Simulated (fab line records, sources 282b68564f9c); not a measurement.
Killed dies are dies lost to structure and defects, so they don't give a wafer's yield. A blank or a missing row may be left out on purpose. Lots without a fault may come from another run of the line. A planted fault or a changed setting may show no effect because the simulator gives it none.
Which tool did it? | flow rit_cmos | 14 lots, 42 wafers sampled, at 5 steps of a route of 202

WHAT THE GAUGES READ, wafer by wafer
RIT_ACTIVE_THK_MEAS_04. Usual: ACTIVE_NITRIDE_THK 149.6 nm, standard deviation 1.3.
lot  | measured    | on            | ACTIVE_NITRIDE_THK (nm) | flag
L386 | day 1 14:15 | film_metro-02 | 151.0 150.9 152.8       |
L387 | day 1 18:32 | film_metro-02 | 151.2 150.6 150.8       |
L388 | day 2 00:04 | film_metro-02 | 150.7 149.3 149.3       |
L389 | day 2 06:19 | film_metro-02 | 148.9 149.1 149.9       |
L390 | day 2 09:39 | film_metro-01 | 150.7 151.2 149.6       |
L393 | day 3 02:28 | film_metro-02 | 150.5 149.6 149.7       |
L394 | day 3 06:38 | film_metro-02 | 148.3 149.1 147.5       |
L395 | day 3 12:01 | film_metro-01 | 147.6 149.7 147.8       |
L399 | day 4 07:43 | film_metro-01 | 150.1 149.1 149.8       |
L401 | day 4 17:49 | film_metro-02 | 147.6 147.4 147.4       |
L403 | day 5 04:35 | film_metro-01 | 151.9 152.4 151.7       |
L407 | day 5 23:14 | film_metro-01 | 150.7 151.3 149.4       |
L408 | day 6 05:56 | film_metro-01 | 150.7 150.3 150.6       |
L409 | day 6 10:38 | film_metro-01 | 148.9 149.1 149.0       |

RIT_WELLDRIVE_RS_MEAS_01: measures by four-point-probe. Usual: NWELL_RS 276.0 ohm/sq, standard deviation 0.78.
lot  | measured    | on            | NWELL_RS (ohm/sq) | flag
L386 | day 2 07:11 | film_metro-04 | 275.5 276.5 276.2 |
L387 | day 2 15:01 | film_metro-04 | 276.6 275.6 276.2 |
L388 | day 2 22:02 | film_metro-04 | 276.8 275.8 275.4 |
L389 | day 3 00:50 | film_metro-02 | 276.6 276.0 277.4 |
L390 | day 3 08:36 | film_metro-02 | 276.2 275.6 276.5 |
L393 | day 3 21:37 | film_metro-02 | 253.3 252.7 253.6 | OFF
L394 | day 4 01:46 | film_metro-02 | 275.8 275.4 275.7 |
L395 | day 4 06:47 | film_metro-04 | 253.1 253.8 254.3 | OFF
L399 | day 5 01:11 | film_metro-02 | 276.3 276.5 276.0 |
L401 | day 5 11:29 | film_metro-04 | 274.4 274.3 275.0 |
L403 | day 5 23:03 | film_metro-04 | 276.2 276.6 276.0 |
L407 | day 6 16:23 | film_metro-04 | 274.4 273.0 274.7 |
L408 | day 6 21:32 | film_metro-02 | 275.8 275.7 276.0 |
L409 | day 7 02:36 | film_metro-02 | 275.5 275.5 275.5 |

RIT_WELLDRIVE_RS_MEAS_02: measures by four-point-probe. Usual: PWELL_RS 429.7 ohm/sq, standard deviation 1.2.
lot  | measured    | on            | PWELL_RS (ohm/sq) | flag
L386 | day 2 07:18 | film_metro-04 | 430.2 430.7 430.5 |
L387 | day 2 15:08 | film_metro-04 | 429.6 429.2 429.2 |
L388 | day 2 22:10 | film_metro-04 | 430.0 429.7 429.5 |
L389 | day 3 00:58 | film_metro-02 | 430.3 429.7 430.1 |
L390 | day 3 08:43 | film_metro-02 | 430.4 430.1 429.2 |
L393 | day 3 21:44 | film_metro-02 | 405.8 405.1 406.5 | OFF
L394 | day 4 01:53 | film_metro-02 | 429.5 430.6 430.6 |
L395 | day 4 06:54 | film_metro-04 | 404.0 405.3 404.8 | OFF
L399 | day 5 01:19 | film_metro-02 | 427.6 427.9 429.8 |
L401 | day 5 11:36 | film_metro-04 | 428.2 426.4 428.0 |
L403 | day 5 23:10 | film_metro-04 | 428.5 428.0 429.6 |
L407 | day 6 16:31 | film_metro-04 | 428.5 429.3 430.3 |
L408 | day 6 21:39 | film_metro-02 | 427.5 427.4 428.0 |
L409 | day 7 02:43 | film_metro-02 | 430.3 429.5 429.9 |

RIT_GATE_THK_MEAS_07. Usual: GATE_OXIDE_THK 2.97 nm, standard deviation 0.073.
lot  | measured    | on            | GATE_OXIDE_THK (nm) | flag
L386 | day 2 19:44 | film_metro-02 | 3.01 2.99 3.03      |
L387 | day 2 23:36 | film_metro-01 | 2.87 2.88 2.88      |
L388 | day 3 05:23 | film_metro-02 | 3.07 2.99 3.03      |
L389 | day 3 09:24 | film_metro-02 | 3.06 3.07 3.05      |
L390 | day 3 18:16 | film_metro-02 | 2.90 2.94 2.92      |
L393 | day 4 06:29 | film_metro-04 | 2.95 3.03 2.97      |
L394 | day 4 08:07 | film_metro-04 | 2.96 3.04 3.01      |
L395 | day 4 14:24 | film_metro-04 | 2.98 2.98 2.92      |
L399 | day 5 07:13 | film_metro-04 | 3.04 3.04 2.98      |
L401 | day 5 17:34 | film_metro-02 | 3.04 2.99 3.03      |
L403 | day 6 04:49 | film_metro-01 | 2.92 2.95 2.92      |
L407 | day 6 22:08 | film_metro-01 | 3.04 3.04 3.06      |
L408 | day 7 06:17 | film_metro-01 | 2.96 3.03 3.01      |
L409 | day 7 15:13 | film_metro-02 | 3.00 2.92 3.04      |

WHICH TOOL RAN EACH LOT (tool, then ch and the chambers of the sampled wafers, then the start)
lot  | RIT_WELLDRIVE_ANNEAL_00
L386 | furnace-01 ch 0, day 2 02:06
L387 | furnace-04 ch 0, day 2 09:56
L388 | furnace-04 ch 0, day 2 16:58
L389 | furnace-01 ch 0, day 2 19:44
L390 | furnace-03 ch 0, day 3 03:31
L393 | furnace-04 ch 0, day 3 16:30
L394 | furnace-03 ch 0, day 3 20:39
L395 | furnace-04 ch 0, day 4 01:41
L399 | furnace-03 ch 0, day 4 20:04
L401 | furnace-03 ch 0, day 5 06:23
L403 | furnace-01 ch 0, day 5 17:55
L407 | furnace-03 ch 0, day 6 11:18
L408 | furnace-01 ch 0, day 6 16:25
L409 | furnace-01 ch 0, day 6 21:29
- RIT_WELLDRIVE_ANNEAL_00: time 14700 s.

WHAT THE TOOLS THEMSELVES READ (means of the sampled wafers that have a number; where no wafer has one, the mark that the record gives instead)
RIT_WELLDRIVE_ANNEAL_00. Usual: spike_tc_centre_C 1102.3 C, standard deviation 1.2; spike_tc_load_C 1128.4 C, standard deviation 2.5; spike_tc_source_C 1129.1 C, standard deviation 2.1; tube_center_temp_C 1100 C, standard deviation 0.1; tube_center_temp_C_max 1102.8, standard deviation 0.46; zone_power_source_pct 40.6 %, standard deviation 2.1.
lot  | tool       | spike_tc_centre_C (C) | spike_tc_load_C (C) | spike_tc_source_C (C) | tube_center_temp_C (C) | tube_center_temp_C_max | zone_power_source_pct (%) | flag
L386 | furnace-01 | 1101.2                | 1126.3              | 1132.1                | 1100                   | 1102.8                 | 39.8                      |
L387 | furnace-04 | 1102.1                | 1127.2              | 1126.0                | 1100                   | 1102.7                 | 43.3                      |
L388 | furnace-04 | 1102.6                | 1126.3              | 1127.0                | 1100                   | 1103.8                 | 43.3                      |
L389 | furnace-01 | 1100.1                | 1126.4              | 1130.5                | 1100                   | 1102.6                 | 39.7                      |
L390 | furnace-03 | 1103.0                | 1131.8              | 1130.4                | 1100                   | 1102.7                 | 38.7                      |
L393 | furnace-04 | 1124.4                | 1148.5              | 1148.7                | 1122                   | 1124.5                 | 45.7                      | OFF
L394 | furnace-03 | 1102.2                | 1130.8              | 1129.7                | 1100                   | 1102.6                 | 38.6                      |
L395 | furnace-04 | 1125.4                | 1148.1              | 1148.9                | 1122                   | 1125.7                 | 45.6                      | OFF
L399 | furnace-03 | 1101.8                | 1132.3              | 1131.4                | 1100                   | 1102.8                 | 39.0                      |
L401 | furnace-03 | 1103.0                | 1131.4              | 1130.7                | 1100                   | 1102.8                 | 38.9                      |
L403 | furnace-01 | 1101.2                | 1126.5              | 1130.2                | 1100                   | 1102.8                 | 39.7                      |
L407 | furnace-03 | 1102.4                | 1131.6              | 1130.7                | 1100                   | 1103.0                 | 38.5                      |
L408 | furnace-01 | 1101.9                | 1127.3              | 1130.1                | 1100                   | 1102.7                 | 39.6                      |
L409 | furnace-01 | 1101.3                | 1127.5              | 1130.8                | 1100                   | 1102.5                 | 39.5                      |

THE ANSWER, worked out from the rows above alone
Rule: a lot is off if the mean of its wafers that have a number lies more than 3 standard deviations from the usual mean. A lot without any number at a reading at which 4 lots or more have one is off too. The other lots that the step has rows for count as sound. The gauges are gone through in route order, then the tools' own readings, and for those a lot's mean is taken as printed above. The first step at which some lot is off is used, and at that step the reading that is off furthest; a lot without a number counts as furthest.
Off: L393, L395, at RIT_WELLDRIVE_RS_MEAS_01 (NWELL_RS).
A tool fits if, at a process step before that reading, it ran every lot that is off, and no sound lot after the first of them. The gauges at RIT_WELLDRIVE_RS_MEAS_01 aren't tried: what is off there is off at RIT_WELLDRIVE_ANNEAL_00 too, on other tools, and a gauge's error can't cause that. One fits: furnace-04 at RIT_WELLDRIVE_ANNEAL_00. Its last sound lot is L388 (day 2 16:58), its first lot that is off L393 (day 3 16:30): a fault that began between those two fits.
The tool's own readings at RIT_WELLDRIVE_ANNEAL_00 bear it out: on the lots that are off they differ by more than 5 times the standard deviation of the sound lots' means. spike_tc_centre_C reads 1124.9 C there against 1101.9 C on the sound lots; spike_tc_load_C reads 1148.3 C there against 1128.8 C on the sound lots; spike_tc_source_C reads 1148.8 C there against 1130.0 C on the sound lots; tube_center_temp_C reads 1122 C there against 1100 C on the sound lots; tube_center_temp_C_max reads 1125.1 there against 1102.8 on the sound lots.

WHAT THE SIMULATOR HAD PUT IN
Process parameter drift: furnace-04, from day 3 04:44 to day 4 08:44, at RIT_WELLDRIVE_ANNEAL_00. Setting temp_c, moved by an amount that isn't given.
Lots struck among those shown: L393, L395. The rule above found the same.
